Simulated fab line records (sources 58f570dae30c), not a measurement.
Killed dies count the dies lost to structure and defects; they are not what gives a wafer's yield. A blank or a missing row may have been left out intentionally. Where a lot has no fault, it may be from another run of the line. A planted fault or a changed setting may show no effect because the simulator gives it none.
8D (eight disciplines) problem report, filled in by code / flow berkeley_cmos170 / the parts of the form that need people (team, actions taken, sign-off) are left out

1. THE PROBLEM
strip_time_to_endpoint_s at UCB170_NWELL_STRIP_15 reads a mean of 15.96 s on 4 wafers of 2 lots; wafers without a fault read 18.03 s with a standard deviation of 0.12. Relative to the usual mean, that is a shift of -17 standard deviations.
The step: strips in O2.
First observed at day 5 09:28: wafer L783.4, on plasma_asher-02. The record holds 18 wafers of 6 lots with a number at this step. Rule for "out" (also "out of limits"): further than 4 standard deviations from the usual mean. The other wafers with a number count as sound.

2. WHAT IT IS AND WHAT IT IS NOT
question=which readings at this step | is=strip_time_to_endpoint_s | is not=chamber_pressure_mTorr, o2_flow_sccm, oes_product_au
question=which lots | is=L783, L789 | is not=L773, L777, L784, L785
question=which wafers of those lots | is=L783.4, L783.6, L789.4, L789.6 | is not=L783.5, L789.2
question=read on which tools | is=plasma_asher-02, plasma_asher-03 | is not=plasma_asher-01
question=when | is=from day 5 09:28 | is not=up to then (10 sound wafers); but 4 sound wafers of L785, L789 came after

3. THE SUSPECTS, EACH WITH WHAT RULES IT OUT
Counting: a tool at a process step up to the reading stays a suspect if it ran every lot that is out. Sound lots after the first of them don't rule it out here, since some wafers of a struck lot are sound.
- rie_diel-01 at UCB170_NWELL_ETCH_13 (etches Si3N4 in CH3F/Ar/O2, stops on SiO2, target depth 246.4 nm, time 154 s): kept. It ran every lot that is out, first L783 (day 5 09:11); its last sound lot up to then is L777 (day 3 21:27).
- rie_diel-01, UCB170_NWELL_ETCH_13: wafers that are out in chamber 3, sound lot-mates in chambers 0, 1.
The count leaves rie_diel-01 at UCB170_NWELL_ETCH_13.

4. THE CAUSE (what the simulator had put in)
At UCB170_NWELL_ETCH_13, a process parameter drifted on rie_diel-01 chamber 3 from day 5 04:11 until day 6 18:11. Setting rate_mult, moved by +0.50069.
Only this tool survived the counting.

5. THE EFFECT CHAIN, in route order
Each row: a reading whose mean over the struck wafers that have a number lies more than 3 standard deviations from the usual. Readings are gone through only where the record gives a usual standard deviation; hours: the median, over the lots, of the time from a lot's start at the first step in this table giving one to that lot's start at this step; sigmas: the change measured in usual standard deviations.
hours=0; step=UCB170_NWELL_STRIP_15; reading=strip_time_to_endpoint_s; usual=18.03 s; on struck wafers=15.96; change=-2.07; sigmas=-17
It contains these process steps:
- UCB170_NWELL_STRIP_15: strips in O2.
At these later measuring or inspecting steps, every struck wafer for which the step has a row has a number for every such reading, and none has moved that far: UCB170_NWELL_TW_MEAS_16.

6. HOW IT WOULD HAVE BEEN CAUGHT EARLIER
In this record the first reading out of limits was taken at day 5 09:28, 5 hours after the fault began at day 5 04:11.
An alarm limit of 4 standard deviations would not have fired on the tool readings at UCB170_NWELL_ETCH_13 for which the record gives a usual standard deviation, since none of them was out on any struck wafer.
Lots out: 2; of these, L789 started UCB170_NWELL_ETCH_13 on rie_diel-01 after day 5 09:28. Putting the tool on hold at that point would have spared it.
